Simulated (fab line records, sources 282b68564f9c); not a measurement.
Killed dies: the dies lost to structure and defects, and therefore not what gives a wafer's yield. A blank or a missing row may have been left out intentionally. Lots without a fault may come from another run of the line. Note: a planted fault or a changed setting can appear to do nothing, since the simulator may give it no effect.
fab line records -- flow rit_cmos -- part 1 of 2: steps 1 to 43 of 45
[record] lots = 6, wafers = 18, last_day = 7
route steps=202 shown ACTIVE@11 FOX1@20 FOX2@23 NWELL@28 PWELL@39 WELLDRIVE@50 SILICIDE@161 M1@202
lots that met no fault: taken from a fault-free run of the same line
start_h: hours from the record's opening day to when the first of the lot's shown wafers began -- wait_h: how many hours have passed since the lot's step before this one -- " repeats the value in the row above -- L1.1+2: a single row standing in for several wafers -- - no value present, or no start provided -- * or withheld: withheld -- < > ~ a bound
route shown NAME@n: names a module that has steps shown in the file, with the first one's number in the route -- usual: mean/standard deviation of fault-free wafers -- same: alike in all rows -- chamber/n: place in a boat -- sites: each site's reading -- _std_site: the values' standard deviation -- _edge_site: the outer-site mean with the inner-site mean subtracted -- radius_mm: for every site, how far away it sits from the centre of the wafer -- mask NAME#n: copy n -- behind: tool/chamber where the wafer was last shaped -- hold: what put the lot on hold/how long, in hours/how the hold closed -- device: which transistor (n, p or np) failed to switch -- end of line: at the end of the route, the tests of the same wafers -- a step given without rows: its recipe and nothing more -- killed: dies that structure and defects cost at the first sort, which is not the same as the wafer's yield -- map: a wafer's dies, x killed, . not, _ none there
set.NAME: the setting as run; set.NAME@STEP: as run at that earlier step -- model.NAME: the simulator's own value behind a step, which no gauge read
lots at some steps of the route; a table a step, a row a wafer
services: a tool's chamber out of use, with start hour (start_h, from the record's first day; less than 0 if before it), hours out, and reason
[[steps]]
[step RIT_ACTIVE_DEVELOP_10]
[recipe] resist = NOVOLAK, develop_time_s = 50, dev_temp_c = 23
[step RIT_ACTIVE_CD_MEAS_11]
[recipe] target_cd_nm = 1400
[usual] cd_nm = 1400.8/2.6
lot.wafer,tool,chamber,start_h,wait_h,cd_nm
L764.2,cd_sem-02,-,14.58,-,1398.2
L764.3,cd_sem-02,-,14.58,-,1402.6
L764.4,cd_sem-02,-,14.58,-,1398.6
L769.2,cd_sem-02,-,39.46,-,1401.3
L769.4,cd_sem-02,-,39.46,-,1401.9
L769.6,cd_sem-02,-,39.46,-,1400.1
L771.2,cd_sem-02,-,49.58,-,1397.1
L771.4,cd_sem-02,-,49.58,-,1396.4
L771.6,cd_sem-02,-,49.58,-,1398.8
L779.2,cd_sem-02,-,89.46,-,1401.9
L779.5,cd_sem-02,-,89.46,-,1402.0
L779.6,cd_sem-02,-,89.46,-,1402.9
L780.2,cd_sem-01,-,95.87,-,1395.2
L780.3,cd_sem-01,-,95.87,-,1396.8
L780.4,cd_sem-01,-,95.87,-,1395.7
L786.3,cd_sem-01,-,124.60,-,1404.3
L786.5,cd_sem-01,-,124.60,-,1404.5
L786.6,cd_sem-01,-,124.60,-,1406.0
[step RIT_ACTIVE_HARDBAKE_12]
[recipe] resist = NOVOLAK, temp_c = 140, time_s = 60
[step RIT_ACTIVE_ETCH_13]
[recipe] stop_on = SiO2, chemistry = SF6, target = Si3N4, time_s = 210, over_etch_frac = 0.4, SF6_flow_sccm = 200, pressure_mtorr = 260, rf_w = 125, target_depth_a = 2100
[usual] chamber_pressure_mTorr = 260.01/0.25, drypump_motor_current_A = 5.8/0.39, oes_product_au = 0.815/0.012, throttle_valve_pct = 7.48/0.15
lot.wafer,tool,chamber,start_h,wait_h,chamber_pressure_mTorr,drypump_motor_current_A,oes_product_au,rf_hours_counter_h,throttle_valve_pct
L764.2,rie_diel-03,3,14.83,0.1,259.90,6.1,0.806,143,7.47
L764.3,rie_diel-03,1,14.83,0.1,260.37,5.0,0.789,76,7.33
L764.4,rie_diel-03,2,14.83,0.1,260.13,5.9,0.840,60,7.60
L769.2,rie_diel-04,1,39.71,0.1,259.98,5.7,0.836,2,7.75
L769.4,rie_diel-04,2,39.71,0.1,260.46,6.2,0.817,79,7.36
L769.6,rie_diel-04,0,39.71,0.1,259.82,5.8,0.800,-,7.42
L771.2,rie_diel-04,2,49.83,0.1,259.79,6.2,0.806,79,7.35
L771.4,rie_diel-04,1,49.83,0.1,259.69,5.7,0.827,2,7.73
L771.6,rie_diel-04,1,49.83,0.1,260.11,5.7,0.827,-,7.73
L779.2,rie_diel-04,0,89.71,0.1,260.09,5.8,0.797,149,7.41
L779.5,rie_diel-04,2,89.71,0.1,260.25,6.2,0.807,-,7.35
L779.6,rie_diel-04,3,89.71,0.1,259.91,5.5,0.794,-,7.38
L780.2,rie_diel-04,0,96.12,0.1,259.63,5.8,0.805,149,7.41
L780.3,rie_diel-04,2,96.12,0.1,259.65,6.2,0.812,80,7.37
L780.4,rie_diel-04,3,96.12,0.1,259.97,5.5,0.806,154,7.37
L786.3,rie_diel-04,0,124.83,0.1,259.87,5.8,0.801,150,7.41
L786.5,rie_diel-04,1,124.83,0.1,259.86,5.7,0.827,-,7.72
L786.6,rie_diel-04,0,124.83,0.1,260.40,5.9,0.795,-,7.42
[step RIT_ACTIVE_STRIP_14]
[recipe] chemistry = O2, time_s = 180, resist = NOVOLAK, platen_temp_c = withheld, power_w = 500, pressure_mtorr = 4000, o2_flow_sccm = 4000
[usual] chamber_pressure_mTorr = 4000/3.8, drypump_motor_current_A = 6.2/0.4
lot.wafer,tool,chamber,start_h,wait_h,chamber_pressure_mTorr,drypump_motor_current_A,rf_hours_counter_h
L764.2,plasma_asher-03,1,14.97,0.1,4008,5.6,37
L764.3,plasma_asher-03,1,14.97,0.1,4004,5.6,-
L764.4,plasma_asher-03,0,14.97,0.1,4001,6.3,-
L769.2,plasma_asher-01,1,39.84,0.1,4001,6.4,39
L769.4,plasma_asher-01,0,39.84,0.1,4005,6.6,-
L769.6,plasma_asher-01,0,39.84,0.1,3994,6.6,-
L771.2,plasma_asher-02,1,49.97,0.1,3996,5.6,26
L771.4,plasma_asher-02,1,49.97,0.1,3991,5.6,-
L771.6,plasma_asher-02,1,49.97,0.1,3995,5.5,-
L779.2,plasma_asher-01,1,89.84,0.1,3998,6.4,44
L779.5,plasma_asher-01,1,89.84,0.1,3998,6.4,-
L779.6,plasma_asher-01,0,89.84,0.1,4001,6.6,-
L780.2,plasma_asher-03,1,96.25,0.1,4001,5.6,46
L780.3,plasma_asher-03,1,96.25,0.1,4000,5.6,-
L780.4,plasma_asher-03,0,96.25,0.1,3996,6.3,-
L786.3,plasma_asher-01,0,125.03,0.1,4001,6.6,-
L786.5,plasma_asher-01,0,125.03,0.1,3997,6.6,-
L786.6,plasma_asher-01,1,125.03,0.1,3997,6.4,-
[step RIT_ACTIVE_CD_MEAS_90]
[recipe] target_cd_nm = 1400
[usual] cd_nm = 1400.8/2.6
lot.wafer,tool,chamber,start_h,wait_h,cd_nm
L764.2,cd_sem-01,-,15.16,0.1,1398.4
L764.3,cd_sem-01,-,15.16,0.1,1402.1
L764.4,cd_sem-01,-,15.16,0.1,1398.3
L769.2,cd_sem-01,-,40.04,0.1,1401.0
L769.4,cd_sem-01,-,40.04,0.1,1401.5
L769.6,cd_sem-01,-,40.04,0.1,1400.3
L771.2,cd_sem-01,-,50.16,0.1,1397.3
L771.4,cd_sem-01,-,50.16,0.1,1396.7
L771.6,cd_sem-01,-,50.16,0.1,1398.6
L779.2,cd_sem-02,-,90.04,0.1,1402.1
L779.5,cd_sem-02,-,90.04,0.1,1401.7
L779.6,cd_sem-02,-,90.04,0.1,1402.7
L780.2,cd_sem-01,-,96.44,0.1,1395.1
L780.3,cd_sem-01,-,96.44,0.1,1396.5
L780.4,cd_sem-01,-,96.44,0.1,1396.2
L786.3,cd_sem-02,-,125.18,0.1,1404.5
L786.5,cd_sem-02,-,125.18,0.1,1403.8
L786.6,cd_sem-02,-,125.18,0.1,1406.3
[step RIT_ACTIVE_CLEAN_15]
[recipe] chemistry = SC1, mix = 3:3:50, time_s = 600, temp_c = 75
[step RIT_ACTIVE_CLEAN_16]
[recipe] chemistry = dHF, dilution = 50:1, time_s = 30
[step RIT_ACTIVE_CLEAN_17]
[recipe] chemistry = SC2, mix = 3:3:50, time_s = 600, temp_c = 75, dry = n2_spin
[step RIT_FOX1_OXIDATION_00]
[recipe] temp_c = 1107, ambient = H2O, target_thk_a = 3507, p_h2o_torr = 720, ox_time_s = 1130
[step RIT_FOX1_THK_MEAS_01]
[recipe] reads = SiO2_of_FOX1_OXIDATION_00
[usual] FOX1_OXIDE_THK = 366/5.3
lot.wafer,tool,chamber,start_h,wait_h,FOX1_OXIDE_THK[nm]
L764.2,film_metro-02,-,16.95,0.0,372
L764.3,film_metro-02,-,16.95,0.0,365
L764.4,film_metro-02,-,16.95,0.0,370
L769.2,film_metro-04,-,42.61,0.0,372
L769.4,film_metro-04,-,42.61,0.0,371
L769.6,film_metro-04,-,42.61,0.0,371
L771.2,film_metro-01,-,51.99,0.0,359
L771.4,film_metro-01,-,51.99,0.0,368
L771.6,film_metro-01,-,51.99,0.0,362
L779.2,film_metro-02,-,91.86,0.0,365
L779.5,film_metro-02,-,91.86,0.0,364
L779.6,film_metro-02,-,91.86,0.0,361
L780.2,film_metro-04,-,98.23,0.0,364
L780.3,film_metro-04,-,98.23,0.0,361
L780.4,film_metro-04,-,98.23,0.0,362
L786.3,film_metro-01,-,127.12,0.0,367
L786.5,film_metro-01,-,127.12,0.0,377
L786.6,film_metro-01,-,127.12,0.0,369
[step RIT_FOX1_WET_ETCH_02]
[recipe] chemistry = BOE, target_depth_nm = 350, time_s = 390, temp_c = 21.5, dry = n2_spin, dilution = 10:1, target = SiO2
[step RIT_FOX2_OXIDATION_00]
[recipe] temp_c = 1100, ambient = H2O, target_thk_a = 3507, p_h2o_torr = 720, ox_time_s = 1130
[usual] spike_tc_centre_C = 1102.4/1.5, spike_tc_load_C = 1130.5/1.5, spike_tc_source_C = 1130.6/1.9, tube_center_temp_C = 1100/0.11, tube_center_temp_C_max = 1102.9/0.48, zone_power_source_pct = 43.0/2.2
lot.wafer,tool,chamber,start_h,wait_h,spike_tc_centre_C,spike_tc_load_C,spike_tc_source_C,tube_center_temp_C,tube_center_temp_C_max,zone_power_source_pct,model.SiO2_of_FOX2_OXIDATION_00.thk_nm
L764.2,furnace-01,0,17.12,0.0,1103.9,1130.1,1130.0,1099.9,1102.8,41.0,351.7
L764.3,furnace-01,0,17.12,0.0,1104.1,1132.2,1129.9,1100,1102.8,41.2,356.6
L764.4,furnace-01,0,17.12,0.0,1103.1,1133.0,1130.9,1100,1102.7,40.5,354.7
L769.2,furnace-04,0,42.93,0.1,1076.5,1104.5,1104.6,1074.9,1077.4,43.0,317.7
L769.4,furnace-04,0,42.93,0.1,1076.9,1104.7,1105.5,1075,1078.1,43.1,324.8
L769.6,furnace-04,0,42.93,0.1,1075.1,1104.4,1105.6,1074.9,1078.1,43.1,319.9
L771.2,furnace-04,0,53.04,0.9,1075.3,1103.2,1106.5,1074.9,1077.3,43.0,316.6
L771.4,furnace-04,0,53.04,0.9,1076.9,1103.5,1107.2,1075,1078.3,44.2,312.7
L771.6,furnace-04,0,53.04,0.9,1075.7,1102.8,1105.9,1075,1077.2,44.4,312.5
L779.2,furnace-01,0,92.03,0.0,1102.0,1131.5,1129.1,1100,1103.2,40.3,363.9
L779.5,furnace-01,0,92.03,0.0,1104.7,1131.6,1129.8,1100,1103.3,40.8,359.5
L779.6,furnace-01,0,92.03,0.0,1102.7,1131.1,1129.4,1099.9,1102.8,40.9,361.3
L780.2,furnace-01,0,98.50,0.1,1105.0,1132.2,1130.1,1099.9,1102.6,41.0,353.3
L780.3,furnace-01,0,98.50,0.1,1105.4,1131.1,1129.6,1100,1103.4,41.8,350.1
L780.4,furnace-01,0,98.50,0.1,1103.3,1129.9,1128.8,1099.9,1103.0,40.9,349
L786.3,furnace-04,0,127.29,0.0,1099.6,1128.2,1132.1,1100.1,1102.6,46.4,362.1
L786.5,furnace-04,0,127.29,0.0,1100.7,1127.6,1131.7,1100,1104.0,46.1,356.1
L786.6,furnace-04,0,127.29,0.0,1100.8,1127.8,1131.7,1100.1,1104.0,45.7,357
[step RIT_FOX2_THK_MEAS_01]
[recipe] reads = SiO2_of_FOX2_OXIDATION_00
[usual] FOX2_OXIDE_THK = 354/7
lot.wafer,tool,chamber,start_h,wait_h,FOX2_OXIDE_THK[nm]
L764.2,film_metro-02,-,18.44,0.0,352
L764.3,film_metro-02,-,18.44,0.0,357
L764.4,film_metro-02,-,18.44,0.0,355
L769.2,film_metro-03,-,44.25,0.0,318
L769.4,film_metro-03,-,44.25,0.0,325
L769.6,film_metro-03,-,44.25,0.0,320
L771.2,film_metro-02,-,54.36,0.0,317
L771.4,film_metro-02,-,54.36,0.0,313
L771.6,film_metro-02,-,54.36,0.0,312
L779.2,film_metro-03,-,93.35,0.0,364
L779.5,film_metro-03,-,93.35,0.0,359
L779.6,film_metro-03,-,93.35,0.0,361
L780.2,film_metro-02,-,99.83,0.0,353
L780.3,film_metro-02,-,99.83,0.0,350
L780.4,film_metro-02,-,99.83,0.0,349
L786.3,film_metro-03,-,128.62,0.0,362
L786.5,film_metro-03,-,128.62,0.0,356
L786.6,film_metro-03,-,128.62,0.0,357
[step RIT_FOX2_CLEAN_02]
[recipe] chemistry = dHF, dilution = 50:1, time_s = 180
[step RIT_FOX2_WET_ETCH_03]
[recipe] chemistry = H3PO4, target = Si3N4, target_depth_nm = 195, temp_c = 165, time_s = 2700
[step RIT_FOX2_THK_MEAS_90]
[recipe] reads = SiO2_of_FOX2_OXIDATION_00
[usual] FIELD_OXIDE_LEFT_1_THK = 327/6.9
lot.wafer,tool,chamber,start_h,wait_h,FIELD_OXIDE_LEFT_1_THK[nm]
L764.2,film_metro-03,-,19.40,0.0,325
L764.3,film_metro-03,-,19.40,0.0,330
L764.4,film_metro-03,-,19.40,0.0,327
L769.2,film_metro-03,-,45.13,0.0,290
L769.4,film_metro-03,-,45.13,0.0,297
L769.6,film_metro-03,-,45.13,0.0,292
L771.2,film_metro-03,-,55.31,0.0,289
L771.4,film_metro-03,-,55.31,0.0,285
L771.6,film_metro-03,-,55.31,0.0,285
L779.2,film_metro-03,-,94.30,0.0,336
L779.5,film_metro-03,-,94.30,0.0,332
L779.6,film_metro-03,-,94.30,0.0,334
L780.2,film_metro-04,-,100.70,0.0,326
L780.3,film_metro-04,-,100.70,0.0,323
L780.4,film_metro-04,-,100.70,0.0,322
L786.3,film_metro-03,-,129.50,0.0,334
L786.5,film_metro-03,-,129.50,0.0,328
L786.6,film_metro-03,-,129.50,0.0,329
[step RIT_NWELL_HMDS_00]
[recipe] prime_time_s = 60, prime_temp_c = 140
[step RIT_NWELL_COAT_01]
[recipe] resist = NOVOLAK, spin_rpm = 2000, resist_thk_nm = 1300
[step RIT_NWELL_SOFTBAKE_02]
[recipe] resist = NOVOLAK, temp_c = 90, time_s = 60
[step RIT_NWELL_EXPOSE_03]
[recipe] mask_id = M2, na = 0.57, target_cd_nm = 43900, dose_mj = 250
[step RIT_NWELL_PEB_04]
[recipe] resist = NOVOLAK, temp_c = withheld, time_s = withheld
[step RIT_NWELL_DEVELOP_05]
[recipe] resist = NOVOLAK, develop_time_s = 68, dev_temp_c = 23
[step RIT_NWELL_OVL_MEAS_06]
[usual] NWELL_OVL = -0.8/1.4
lot.wafer,tool,chamber,start_h,wait_h,NWELL_OVL[nm]
L764.2,overlay-02,-,20.33,-,-1.8
L764.3,overlay-02,-,20.33,-,-1.2
L764.4,overlay-02,-,20.33,-,-1.2
L769.2,overlay-01,-,46.19,-,-1.0
L769.4,overlay-01,-,46.19,-,-0.1
L769.6,overlay-01,-,46.19,-,-1.1
L771.2,overlay-01,-,56.24,-,0.5
L771.4,overlay-01,-,56.24,-,-1.0
L771.6,overlay-01,-,56.24,-,-2.2
L779.2,overlay-02,-,95.36,-,-3.5
L779.5,overlay-02,-,95.36,-,-2.8
L779.6,overlay-02,-,95.36,-,-2.8
L780.2,overlay-02,-,101.64,-,-1.7
L780.3,overlay-02,-,101.64,-,-1.2
L780.4,overlay-02,-,101.64,-,0.0
L786.3,overlay-02,-,130.55,-,-0.5
L786.5,overlay-02,-,130.55,-,-0.9
L786.6,overlay-02,-,130.55,-,0.9
[step RIT_NWELL_HARDBAKE_07]
[recipe] resist = NOVOLAK, temp_c = 140, time_s = 120
[step RIT_NWELL_IMPLANT_08]
[recipe] species = P, energy_kev = 170, dose_cm2 = 4.953e+13, tilt_deg = 7
[step RIT_NWELL_STRIP_09]
[recipe] chemistry = O2, time_s = 180, resist = NOVOLAK, platen_temp_c = withheld, power_w = 500, pressure_mtorr = 4000, o2_flow_sccm = 4000
[usual] chamber_pressure_mTorr = 4000/3.3, drypump_motor_current_A = 6.1/0.47
lot.wafer,tool,chamber,start_h,wait_h,chamber_pressure_mTorr,drypump_motor_current_A,rf_hours_counter_h
L764.2,plasma_asher-01,0,20.76,0.1,3998,6.6,37
L764.3,plasma_asher-01,0,20.76,0.1,4000,6.6,-
L764.4,plasma_asher-01,1,20.76,0.1,3992,6.4,-
L769.2,plasma_asher-04,1,46.62,0.1,4006,5.4,40
L769.4,plasma_asher-04,0,46.62,0.1,3996,5.8,-
L769.6,plasma_asher-04,1,46.62,0.1,4000,5.4,-
L771.2,plasma_asher-01,1,56.67,0.1,4001,6.4,40
L771.4,plasma_asher-01,1,56.67,0.1,3996,6.4,-
L771.6,plasma_asher-01,0,56.67,0.1,3999,6.6,-
L779.2,plasma_asher-02,0,95.79,0.1,4001,6.4,30
L779.5,plasma_asher-02,0,95.79,0.1,4002,6.4,-
L779.6,plasma_asher-02,1,95.79,0.1,4001,5.6,-
L780.2,plasma_asher-01,0,102.07,0.1,3995,6.6,45
L780.3,plasma_asher-01,1,102.07,0.1,4000,6.4,-
L780.4,plasma_asher-01,0,102.07,0.1,3996,6.6,-
L786.3,plasma_asher-01,1,131.04,0.1,4002,6.4,-
L786.5,plasma_asher-01,1,131.04,0.1,3995,6.4,-
L786.6,plasma_asher-01,0,131.04,0.1,4001,6.6,-
[step RIT_NWELL_TW_MEAS_10]
[usual] NWELL_TW = 2127/17
lot.wafer,tool,chamber,start_h,wait_h,NWELL_TW
L764.2,film_metro-01,-,20.95,0.1,2125
L764.3,film_metro-01,-,20.95,0.1,2127
L764.4,film_metro-01,-,20.95,0.1,2119
L769.2,film_metro-01,-,46.81,0.1,2133
L769.4,film_metro-01,-,46.81,0.1,2125
L769.6,film_metro-01,-,46.81,0.1,2128
L771.2,film_metro-01,-,56.86,0.1,2100
L771.4,film_metro-01,-,56.86,0.1,2091
L771.6,film_metro-01,-,56.86,0.1,2107
L779.2,film_metro-01,-,95.98,0.1,2099
L779.5,film_metro-01,-,95.98,0.1,2109
L779.6,film_metro-01,-,95.98,0.1,2092
L780.2,film_metro-03,-,102.26,0.1,2127
L780.3,film_metro-03,-,102.26,0.1,2135
L780.4,film_metro-03,-,102.26,0.1,2136
L786.3,film_metro-03,-,131.17,0.1,2153
L786.5,film_metro-03,-,131.17,0.1,2146
L786.6,film_metro-03,-,131.17,0.1,2159
[step RIT_PWELL_HMDS_00]
[recipe] prime_time_s = 60, prime_temp_c = 140
[step RIT_PWELL_COAT_01]
[recipe] resist = NOVOLAK, spin_rpm = 2000, resist_thk_nm = 1300
[step RIT_PWELL_SOFTBAKE_02]
[recipe] resist = NOVOLAK, temp_c = 90, time_s = 60
[step RIT_PWELL_EXPOSE_03]
[recipe] mask_id = M3, na = 0.57, target_cd_nm = 43700, dose_mj = 250
[step RIT_PWELL_PEB_04]
[recipe] resist = NOVOLAK, temp_c = withheld, time_s = withheld
[step RIT_PWELL_DEVELOP_05]
[recipe] resist = NOVOLAK, develop_time_s = 68, dev_temp_c = 23
[step RIT_PWELL_OVL_MEAS_06]
[usual] PWELL_OVL = -0.2/1.4
lot.wafer,tool,chamber,start_h,wait_h,PWELL_OVL[nm]
L764.2,overlay-01,-,22.01,-,0.2
L764.3,overlay-01,-,22.01,-,-3.2
L764.4,overlay-01,-,22.01,-,-1.8
L769.2,overlay-01,-,47.74,-,-0.1
L769.4,overlay-01,-,47.74,-,0.2
L769.6,overlay-01,-,47.74,-,0.8
L771.2,overlay-01,-,57.79,-,0.6
L771.4,overlay-01,-,57.79,-,1.3
L771.6,overlay-01,-,57.79,-,1.7
L779.2,overlay-01,-,96.91,-,-1.0
L779.5,overlay-01,-,96.91,-,0.8
L779.6,overlay-01,-,96.91,-,1.0
L780.2,overlay-01,-,103.32,-,0.4
L780.3,overlay-01,-,103.32,-,-1.0
L780.4,overlay-01,-,103.32,-,-0.9
L786.3,overlay-01,-,132.11,-,-2.2
L786.5,overlay-01,-,132.11,-,-1.7
L786.6,overlay-01,-,132.11,-,-2.6
[step RIT_PWELL_HARDBAKE_07]
[recipe] resist = NOVOLAK, temp_c = 140, time_s = 120
[step RIT_PWELL_IMPLANT_08]
[recipe] species = B, energy_kev = 170, dose_cm2 = 6.915e+13, tilt_deg = 7
[step RIT_PWELL_STRIP_09]
[recipe] chemistry = O2, time_s = 180, resist = NOVOLAK, platen_temp_c = withheld, power_w = 500, pressure_mtorr = 4000, o2_flow_sccm = 4000
[usual] chamber_pressure_mTorr = 4000/3.5, drypump_motor_current_A = 6.0/0.45
lot.wafer,tool,chamber,start_h,wait_h,chamber_pressure_mTorr,drypump_motor_current_A,rf_hours_counter_h
L764.2,plasma_asher-04,0,22.44,0.1,4005,5.8,37
L764.3,plasma_asher-04,1,22.44,0.1,3999,5.4,-
L764.4,plasma_asher-04,0,22.44,0.1,4000,5.8,-
L769.2,plasma_asher-01,0,48.17,0.1,4007,6.6,40
L769.4,plasma_asher-01,0,48.17,0.1,3999,6.6,-
L769.6,plasma_asher-01,1,48.17,0.1,3996,6.4,-
L771.2,plasma_asher-04,1,58.22,0.1,4003,5.4,41
L771.4,plasma_asher-04,0,58.22,0.1,3999,5.8,-
L771.6,plasma_asher-04,0,58.22,0.1,4004,5.7,-
L779.2,plasma_asher-03,0,97.34,0.1,4000,6.3,46
L779.5,plasma_asher-03,1,97.34,0.1,3995,5.6,-
L779.6,plasma_asher-03,0,97.34,0.1,3998,6.3,-
L780.2,plasma_asher-03,0,103.75,0.1,4005,6.3,47
L780.3,plasma_asher-03,0,103.75,0.1,4002,6.3,-
L780.4,plasma_asher-03,1,103.75,0.1,4005,5.6,-
L786.3,plasma_asher-03,0,132.59,0.1,4003,6.3,-
L786.5,plasma_asher-03,1,132.59,0.1,3999,5.6,-
L786.6,plasma_asher-03,0,132.59,0.1,4003,6.3,-
[step RIT_PWELL_TW_MEAS_10]
[usual] PWELL_TW = 943/6.8
lot.wafer,tool,chamber,start_h,wait_h,PWELL_TW
L764.2,film_metro-04,-,22.62,0.1,952
L764.3,film_metro-04,-,22.62,0.1,956
L764.4,film_metro-04,-,22.62,0.1,951
L769.2,film_metro-01,-,48.36,0.1,941
L769.4,film_metro-01,-,48.36,0.1,936
L769.6,film_metro-01,-,48.36,0.1,935
L771.2,film_metro-03,-,58.41,0.1,953
L771.4,film_metro-03,-,58.41,0.1,951
L771.6,film_metro-03,-,58.41,0.1,953
L779.2,film_metro-01,-,97.53,0.1,939
L779.5,film_metro-01,-,97.53,0.1,936
L779.6,film_metro-01,-,97.53,0.1,928
L780.2,film_metro-04,-,103.93,0.1,939
L780.3,film_metro-04,-,103.93,0.1,942
L780.4,film_metro-04,-,103.93,0.1,946
L786.3,film_metro-04,-,132.72,0.1,949
L786.5,film_metro-04,-,132.72,0.1,951
L786.6,film_metro-04,-,132.72,0.1,954
[step RIT_WELLDRIVE_ANNEAL_00]
[recipe] temp_c = 1100, time_s = 14700, ambient = N2
[step RIT_WELLDRIVE_RS_MEAS_01]
[recipe] thk_meas_gauge = four-point-probe
[usual] NWELL_RS = 277.2/0.81
lot.wafer,tool,chamber,start_h,wait_h,NWELL_RS[ohm/sq]
L764.2,film_metro-03,-,29.01,0.0,277.2
L764.3,film_metro-03,-,29.01,0.0,276.6
L764.4,film_metro-03,-,29.01,0.0,278.1
L769.2,film_metro-01,-,53.51,0.0,276.7
L769.4,film_metro-01,-,53.51,0.0,276.3
L769.6,film_metro-01,-,53.51,0.0,276.4
L771.2,film_metro-01,-,63.71,0.0,277.9
L771.4,film_metro-01,-,63.71,0.0,278.3
L771.6,film_metro-01,-,63.71,0.0,277.9
L779.2,film_metro-01,-,102.68,0.0,277.4
L779.5,film_metro-01,-,102.68,0.0,277.2
L779.6,film_metro-01,-,102.68,0.0,278.2
L780.2,film_metro-04,-,109.08,0.0,277.9
L780.3,film_metro-04,-,109.08,0.0,277.3
L780.4,film_metro-04,-,109.08,0.0,277.4
L786.3,film_metro-04,-,138.75,0.0,277.4
L786.5,film_metro-04,-,138.75,0.0,279.0
L786.6,film_metro-04,-,138.75,0.0,277.9
[step RIT_WELLDRIVE_RS_MEAS_02]
[recipe] thk_meas_gauge = four-point-probe
[usual] PWELL_RS = 432.8/1.3
lot.wafer,tool,chamber,start_h,wait_h,PWELL_RS[ohm/sq]
L764.2,film_metro-03,-,29.13,0.1,433.1
L764.3,film_metro-03,-,29.13,0.1,430.5
L764.4,film_metro-03,-,29.13,0.1,432.1
L769.2,film_metro-01,-,53.63,0.1,430.9
L769.4,film_metro-01,-,53.63,0.1,432.6
L769.6,film_metro-01,-,53.63,0.1,432.3
L771.2,film_metro-01,-,63.83,0.1,431.4
L771.4,film_metro-01,-,63.83,0.1,430.9
L771.6,film_metro-01,-,63.83,0.1,430.3
L779.2,film_metro-01,-,102.80,0.1,432.9
L779.5,film_metro-01,-,102.80,0.1,431.8
L779.6,film_metro-01,-,102.80,0.1,432.4
L780.2,film_metro-04,-,109.20,0.1,433.4
L780.3,film_metro-04,-,109.20,0.1,434.6
L780.4,film_metro-04,-,109.20,0.1,432.0
L786.3,film_metro-04,-,138.87,0.1,430.8
L786.5,film_metro-04,-,138.87,0.1,430.6
L786.6,film_metro-04,-,138.87,0.1,429.7
[step RIT_FOX2_THK_MEAS_91]
[recipe] reads = SiO2_of_FOX2_OXIDATION_00
[usual] FIELD_OXIDE_LEFT_2_THK = 259/7.1
lot.wafer,tool,chamber,start_h,wait_h,FIELD_OXIDE_LEFT_2_THK[nm]
L764.2,film_metro-04,-,32.80,0.0,256
L764.3,film_metro-04,-,32.80,0.0,262
L764.4,film_metro-04,-,32.80,0.0,259
L769.2,film_metro-03,-,57.51,0.0,223
L769.4,film_metro-03,-,57.51,0.0,230
L769.6,film_metro-03,-,57.51,0.0,225
L771.2,film_metro-03,-,67.83,0.0,222
L771.4,film_metro-03,-,67.83,0.0,218
L771.6,film_metro-03,-,67.83,0.0,218
L779.2,film_metro-02,-,106.68,0.0,268
L779.5,film_metro-02,-,106.68,0.0,264
L779.6,film_metro-02,-,106.68,0.0,266
L780.2,film_metro-04,-,113.90,0.0,258
L780.3,film_metro-04,-,113.90,0.0,255
L780.4,film_metro-04,-,113.90,0.0,254
L786.3,film_metro-02,-,142.82,0.0,267
L786.5,film_metro-02,-,142.82,0.0,260
L786.6,film_metro-02,-,142.82,0.0,262
[[key]]
[first_sign] step = RIT_FOX2_OXIDATION_00, reading = tube_center_temp_C, direction = down, sigmas = 99+, usual = *, struck = *
[effect] step = RIT_FOX2_OXIDATION_00, reading = tube_center_temp_C_max, direction = down, sigmas = 52, usual = *, struck = *
[effect] step = RIT_FOX2_THK_MEAS_01, reading = FOX2_OXIDE_THK, direction = down, sigmas = 5.3, usual = 354, struck = 317
[effect] step = RIT_FOX2_THK_MEAS_90, reading = FIELD_OXIDE_LEFT_1_THK, direction = down, sigmas = 5.4, usual = 327, struck = 290
[effect] step = RIT_FOX2_THK_MEAS_91, reading = FIELD_OXIDE_LEFT_2_THK, direction = down, sigmas = 5.2, usual = 259, struck = 223
[model_effect] step = RIT_FOX2_OXIDATION_00, value = SiO2_of_FOX2_OXIDATION_00.thk_nm, without = 360.2, struck = 317.4
[model_effect] step = RIT_SILICIDE_WET_ETCH_00, value = SiO2_of_FOX2_OXIDATION_00.thk_nm, without = 161.1, struck = 118.3
[model_effect] step = RIT_M1_PROBE_99, value = etest.nldd.width_nm, without = 3132, struck = 3181
met_at RIT_FOX2_OXIDATION_00
struck_wafers L769.2,L769.4,L769.6,L771.2,L771.4,L771.6
tester_left_out L769,L771
[fault] kind = process_parameter_drift, tool = furnace-04, chamber = -, onset_h = 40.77, steps = RIT_FOX2_OXIDATION_00, channel = temp_c, offset = *, shape = step, end_h = 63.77, acts_in = *, stated = *
// tester_left_out: of these lots the tester's yield and bins aren't shown, on N5 and GAA mostly nor the transistor test; their killed dies are dies lost to structure and defects alone, not to doping, threshold or leakage, so they don't give the yield
